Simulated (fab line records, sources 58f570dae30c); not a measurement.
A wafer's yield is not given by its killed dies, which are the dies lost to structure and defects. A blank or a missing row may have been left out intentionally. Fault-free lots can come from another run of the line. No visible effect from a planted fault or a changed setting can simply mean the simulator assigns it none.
Split-lot trial    flow berkeley_cmos170    23 wafers read across 5 lots, on a route 331 steps long

ABOUT THE SPLIT
At UCB170_SILICIDE_SPUTTER_01 (material Ti, target thk 30 nm, time 25 s), the setting power_w was moved away from the recipe's 1500 W on 8 of the 23 wafers read, by -7.3% to +9.8%. The other wafers ran this setting at the recipe's value.

FROM THE SPLIT TO THE READING: what the file shows between them, 1 step
- UCB170_SILICIDE_RS_MEAS_02: measures by four-point-probe

THE READING
SILICIDE_TI_THK, in nm, at UCB170_SILICIDE_THK_MEAS_03 (measures by xrf). Fault-free wafers of this fab line usually give 30.24 nm, standard deviation 0.29 nm.

wafer   tool, chamber at the split  power_w as run, W  against the recipe  SILICIDE_TI_THK, nm  against lot-mates on the recipe
L080.1  pvd_sputter-02, -           1500               recipe              30.61                -
L080.2  pvd_sputter-02, -           1500               recipe              30.34                -
L080.4  pvd_sputter-02, -           1500               recipe              30.75                -
L080.5  pvd_sputter-02, -           1446               -3.6%               29.48                -1.09
L080.6  pvd_sputter-02, -           1446               -3.6%               29.36                -1.21
L082.2  pvd_sputter-01, -           1500               recipe              30.06                -
L082.3  pvd_sputter-01, -           1500               recipe              30.19                -
L082.6  pvd_sputter-01, -           1500               recipe              30.43                -
L081.1  pvd_sputter-04, -           1500               recipe              30.27                -
L081.2  pvd_sputter-04, -           1647               +9.8%               33.18                +2.86
L081.3  pvd_sputter-04, -           1500               recipe              30.52                -
L081.4  pvd_sputter-04, -           1500               recipe              30.18                -
L081.6  pvd_sputter-04, -           1647               +9.8%               33.12                +2.80
L085.1  pvd_sputter-04, -           1391               -7.3%               28.13                -2.02
L085.2  pvd_sputter-04, -           1500               recipe              30.11                -
L085.3  pvd_sputter-04, -           1500               recipe              30.34                -
L085.4  pvd_sputter-04, -           1500               recipe              30.00                -
L085.6  pvd_sputter-04, -           1391               -7.3%               28.45                -1.70
L084.1  pvd_sputter-02, -           1500               recipe              29.74                -
L084.2  pvd_sputter-02, -           1500               recipe              30.06                -
L084.3  pvd_sputter-02, -           1500               recipe              29.53                -
L084.4  pvd_sputter-02, -           1434               -4.4%               28.19                -1.59
L084.5  pvd_sputter-02, -           1434               -4.4%               28.25                -1.53

THE FIT
A straight line over all 23 wafers: SILICIDE_TI_THK changes by +0.3 nm for each +1% of power_w; r = +0.96; the points scatter about the line by 0.36 nm.
The same after taking each lot's own level away (the mean of its wafers on the recipe; 23 wafers): +0.288 nm for each +1%; r = +0.99; scatter 0.19 nm.
That fit puts the effect of the largest move of power_w on the reading at 2.8 nm.
Across the lots, their own levels run from 29.777 to 30.567 nm, a range of 2.7 times the standard deviation given above.
The two slopes are in agreement: the lot-to-lot level therefore moves the slope only a little.
Check: +2.78 nm against its lot-mates is what the line predicts for one of the wafers moved furthest among these (+9.8%) when that wafer is left out of the fit. It came out at +2.86 nm against them.

FURTHER SPLITS ON THESE WAFERS
Note: prior to the reading, these wafers also went through further splits. Each is held against what the fit with the lots' levels taken away leaves over:
other split on the same wafers  wafers away from the commonest value  r with SILICIDE_TI_THK (lot level and that fit taken away)
UCB170_NLDD_PEB_04 peb_temp_c   10                                    -0.20
UCB170_SPACER_CVD_00 time_s     5                                     -0.32
UCB170_PSD_IMPLANT_08 dose_cm2  10                                    -0.27
UCB170_NSD_IMPLANT_08 tilt_deg  10                                    -0.11

THE WHOLE CHAIN: every reading that the file lists as answering this split, in the file's order
step                         what it does                              reading                                                                            change (the file's fit)                r (the file's)
UCB170_SILICIDE_SPUTTER_01   material Ti, target thk 30 nm, time 25 s  Ti_of_SILICIDE_SPUTTER_01.thk_nm (the simulator's own value, which no gauge read)  +0.289 nm for each +1% of the setting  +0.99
UCB170_SILICIDE_RS_MEAS_02   measures by four-point-probe              SILICIDE_TI_RS                                                                     -0.287 for each +1% of the setting     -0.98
UCB170_SILICIDE_THK_MEAS_03  measures by xrf                           SILICIDE_TI_THK                                                                    +0.288 for each +1% of the setting     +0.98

FILE'S OWN FIT
SILICIDE_TI_THK changes by +0.288 nm for each +1% of power_w, r = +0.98.
